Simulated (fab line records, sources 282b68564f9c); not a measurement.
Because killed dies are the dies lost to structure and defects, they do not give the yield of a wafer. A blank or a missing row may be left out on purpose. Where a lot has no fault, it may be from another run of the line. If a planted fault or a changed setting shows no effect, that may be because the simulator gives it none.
Problem report in the 8D (eight disciplines) form, filled by code / flow rit-cmos / the parts of the form that need people (team, actions taken, sign-off) are left out

## 1. WHAT WENT WRONG
Mean FOX1_OXIDE_THK at RIT_FOX1_THK_MEAS_01: 233 nm over 6 wafers in 2 lots; fault-free wafers: 354 nm, standard deviation 7.5. That puts it -16 standard deviations away from the usual mean.
Earliest sighting: wafer L599.1 on film-metro-01 at day 3 20:40. At this step, 42 wafers from 14 lots have a number in the record. Rule for "out", or "out of limits": more than 4 standard deviations from the usual mean. The rest of the wafers with a number are treated as sound.

## 2. WHAT IT IS, AND WHAT IT ISN'T
question=which readings at this step | is=FOX1_OXIDE_THK | is not=-
question=which lots | is=L599, L601 | is not=L589, L590, L591, L593, L596, L602, L603, L605, L607, L609, L611, L612
question=which wafers of those lots | is=all that have a number | is not=-
question=read on which gauges | is=film-metro-01, film-metro-04 | is not=film-metro-03
question=when | is=from day 3 20:40 | is not=up to then (15 sound wafers); but 21 sound wafers of L602, L603, L605, L607, L609, L611, L612 came after

## 3. THE SUSPECTS, EACH WITH WHAT RULES IT OUT
Counting: a tool stays on the suspect list if, at a process step up to the reading, it processed all lots that are out and no sound lot following the first of them.
- the gauge at RIT_FOX1_THK_MEAS_01: ruled out. 2 gauges (film-metro-01, film-metro-04) read the wafers that are out.
- furnace-01 at RIT_FOX1_OXIDATION_00 (target thk 350.7 nm, ox time 1130 s): ruled out as a lasting fault. Following L599 (day 3 19:21), the first lot on it that is out, the sound lots L612 were run on it.
Left after counting: nothing in the record.

## 4. THE CAUSE (what the simulator had put in)
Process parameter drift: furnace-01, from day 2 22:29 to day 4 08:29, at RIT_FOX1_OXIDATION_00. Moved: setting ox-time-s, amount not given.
The count ruled it out by mistake, since the rule takes a fault to strike every lot its tool runs from the start of the fault on, and this one did not do so.

## 5. SEQUENCE OF EFFECTS, ordered by route
One row per reading whose mean, taken over the struck wafers that have a number, lies over 3 standard deviations from the usual. Only readings whose record carries a usual standard deviation are examined. hours: median over the lots of the time between each lot's start at the first step of this table that gives one and its start at this step. sigmas: the change, counted in usual standard deviations.
hours=0; step=RIT_FOX1_THK_MEAS_01; reading=FOX1_OXIDE_THK; usual=354 nm; on struck wafers=233; change=-121; sigmas=-16

## 6. HOW IT WOULD HAVE BEEN CAUGHT EARLIER
The first out-of-limits reading at a measuring or inspecting step in this record came at day 3 20:40, 22 hours after the fault's start at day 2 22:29.
